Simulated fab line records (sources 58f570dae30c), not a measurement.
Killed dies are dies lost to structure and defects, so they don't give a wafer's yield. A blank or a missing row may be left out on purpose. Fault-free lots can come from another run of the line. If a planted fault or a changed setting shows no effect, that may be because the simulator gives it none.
The tool behind it: which one? ; flow berkeley cmos170 ; 7 lots with 21 wafers sampled at 3 steps, on a route of 331 steps

## WHAT EACH GAUGE READ, for each wafer
UCB170_SDANNEAL_RS_MEAS_04: measurement is done with a four-point probe.
lot;measured;on;PLDD_RS (ohm/sq)
L729;day 7 09:03;film metro-02;1034.1 1033.2 1032.3
L730;day 7 22:14;film metro-01;1034.4 1032.5 1034.5
L735;day 8 22:40;film metro-03;1032.4 1030.3 1031.8
L740;day 9 15:19;film metro-03;1029.2 1034.9 1035.0
L742;day 10 02:14;film metro-03;1029.9 1028.8 1034.1
L741;day 10 05:39;film metro-03;951.0 944.9 947.6
L747;day 11 04:55;film metro-03;1034.1 1034.0 1031.9

## WHAT TOOL EACH LOT RAN ON (gives the tool, then ch and the chambers of the sampled wafers, and finally the start)
lot;UCB170_GATE_ETCH_15;UCB170_SPACER_ANNEAL_02
L729;rie si-01 ch 1,2,3, day 6 20:14;furnace-02 ch 0, day 7 02:33
L730;rie si-01 ch 0,2,3, day 7 07:10;furnace-04 ch 0, day 7 14:36
L735;rie si-02 ch 1,2,3, day 8 09:03;furnace-02 ch 0, day 8 15:29
L740;rie si-01 ch 1,3, day 8 21:30;furnace-03 ch 0, day 9 05:49
L742;rie si-01 ch 0,1,3, day 9 08:37;furnace-04 ch 0, day 9 18:02
L741;rie si-01 ch 0,3, day 9 14:13;furnace-04 ch 0, day 9 22:23
L747;rie si-01 ch 0,1,2, day 10 10:07;furnace-03 ch 0, day 10 19:04
- UCB170_GATE_ETCH_15: etches poly-Si in HBr/Cl2, stops on SiO2, time 56.3 s, target depth 278.2 nm.
- UCB170_SPACER_ANNEAL_02: time 1800 s.

## THE ANSWER, worked out from the rows above alone
Rule: the usual values come from the lots themselves. The widest of any qualifying gaps counts: lots, ordered by their means at a reading, are off when they make up no more than a third of the lots, leave a main group of 4 or more, and stand apart from it by 3 or more times the standard deviation of that group's means. A main group whose means are all the same, to the digits that the tables above print for the reading, isn't used. Also off: a lot with no number at a reading for which 4 or more lots have one. Any other lot the step has rows for is counted as sound.
Off: at UCB170_SDANNEAL_RS_MEAS_04 (PLDD_RS), L741. The main group: mean 1032.6 ohm/sq, standard deviation 1.
A tool fits if, at a process step before that reading, it ran every lot that is off, and no sound lot after the first of them. Gauges at UCB170_SDANNEAL_RS_MEAS_04: tried the same way as those tools. One candidate fits, namely furnace-04 at UCB170_SPACER_ANNEAL_02. A fault onset in the window from L742 (day 9 18:02, its last sound lot) to L741 (day 9 22:23, its first lot off) fits.

## WHAT THE SIMULATOR PUT IN
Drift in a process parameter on furnace-04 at UCB170_SPACER_ANNEAL_02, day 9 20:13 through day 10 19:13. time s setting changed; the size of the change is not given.
Struck lots among those shown: L741. Same finding as the rule above.
